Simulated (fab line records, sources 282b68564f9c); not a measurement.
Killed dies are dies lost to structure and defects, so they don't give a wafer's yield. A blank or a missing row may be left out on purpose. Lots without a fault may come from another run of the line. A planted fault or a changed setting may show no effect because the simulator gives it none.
Split-lot experiment | flow rit_cmos | 5 lots, 23 wafers read, on a route of 202 steps

THE SPLIT
At RIT_PSD_COAT_01 (resist thk 1000 nm), the setting resist_thk_nm was moved away from the recipe's 1000 nm on 5 of the 23 wafers read, by -5.1% to +5.5%. The other wafers ran this setting at the recipe's value.

FROM THE SPLIT TO THE READING: what the file shows between them, 1 step
- RIT_PSD_DEVELOP_05: develop time 50 s (also split here: develop_time_s)

THE READING
NOVOLAK_of_PSD_COAT_01.thk_nm (the simulator's own value, which no gauge read), in nm, at RIT_PSD_HARDBAKE_07 (time 60 s). The file gives no usual value for it. The 18 wafers here that ran the recipe average 884.6 nm, standard deviation 2.6 nm.

wafer  | tool, chamber at the split | resist_thk_nm as run, nm | against the recipe | NOVOLAK_of_PSD_COAT_01.thk_nm, nm | against lot-mates on the recipe
L074.1 | litho_track-02, 0          | 1000                     | recipe             | 884                               | -
L074.4 | litho_track-02, 0          | 1000                     | recipe             | 884                               | -
L074.2 | litho_track-02, 0          | 1000                     | recipe             | 885                               | -
L074.3 | litho_track-02, 0          | 1000                     | recipe             | 882                               | -
L074.5 | litho_track-02, 0          | 1000                     | recipe             | 883.5                             | -
L081.1 | litho_track-02, 0          | 1000                     | recipe             | 887.9                             | -
L081.2 | litho_track-02, 0          | 1000                     | recipe             | 888.3                             | -
L081.3 | litho_track-02, 0          | 1000                     | recipe             | 887.7                             | -
L081.4 | litho_track-02, 0          | 1000                     | recipe             | 889.4                             | -
L081.5 | litho_track-02, 0          | 1000                     | recipe             | 887.5                             | -
L083.1 | litho_track-02, 0          | 1000                     | recipe             | 883.5                             | -
L083.2 | litho_track-02, 0          | 1000                     | recipe             | 884.3                             | -
L083.3 | litho_track-02, 0          | 1055                     | +5.5%              | 933.1                             | +49.3
L083.5 | litho_track-02, 0          | 1055                     | +5.5%              | 936.4                             | +52.6
L083.6 | litho_track-02, 0          | 1000                     | recipe             | 883.7                             | -
L084.3 | litho_track-04, 0          | 1000                     | recipe             | 882.5                             | -
L084.5 | litho_track-04, 0          | 1000                     | recipe             | 881.4                             | -
L084.6 | litho_track-04, 0          | 1000                     | recipe             | 879.8                             | -
L085.1 | litho_track-04, 0          | 949                      | -5.1%              | 837.4                             | -46.4
L085.2 | litho_track-04, 0          | 1000                     | recipe             | 882.3                             | -
L085.3 | litho_track-04, 0          | 1000                     | recipe             | 885.2                             | -
L085.4 | litho_track-04, 0          | 949                      | -5.1%              | 835.5                             | -48.2
L085.6 | litho_track-04, 0          | 949                      | -5.1%              | 837.6                             | -46.1

THE FIT
A straight line over all 23 wafers: NOVOLAK_of_PSD_COAT_01.thk_nm changes by +9.25 nm for each +1% of resist_thk_nm; r = +0.99; the points scatter about the line by 2.5 nm.
The same after taking each lot's own level away (the mean of its wafers on the recipe; 23 wafers): +9.23 nm for each +1%; r = +1.00; scatter 1.1 nm.
On that fit, the largest move of resist_thk_nm shifts the reading by 51 nm.
The lots' own levels span 881.23 to 888.16 nm, that is 2.7 times the standard deviation above.
So the lot-to-lot level changes the slope little: the two slopes agree.
Check: with one of the wafers moved furthest among these (+5.5%) left out of the fit, the line predicts +51.4 nm for it against its lot-mates. It came out at +49.3 nm against them.

OTHER SPLITS ON THESE WAFERS
These wafers also went through other splits before the reading. Each is held against what the fit with the lots' levels taken away leaves over:
other split on the same wafers    | wafers away from the commonest value | r with NOVOLAK_of_PSD_COAT_01.thk_nm (lot level and that fit taken away)
RIT_PLDD_IMPLANT_08 energy_kev    | 11                                   | -0.11
RIT_NSD_COAT_01 resist_thk_nm     | 4                                    | +0.28
RIT_PSD_DEVELOP_05 develop_time_s | 9                                    | -0.16

THE WHOLE CHAIN: every reading that the file lists as answering this split, in the file's order
step                | what it does       | reading                                                                        | change (the file's fit)              | r (the file's)
RIT_PSD_COAT_01     | resist thk 1000 nm | NOVOLAK_of_PSD_COAT_01.thk_nm (the simulator's own value, which no gauge read) | +10.5 nm for each +1% of the setting | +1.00
RIT_PSD_HARDBAKE_07 | time 60 s          | NOVOLAK_of_PSD_COAT_01.thk_nm (the simulator's own value, which no gauge read) | +9.23 nm for each +1% of the setting | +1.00

THE FILE'S OWN FIT
NOVOLAK_of_PSD_COAT_01.thk_nm changes by +9.23 nm for each +1% of resist_thk_nm, r = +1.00.
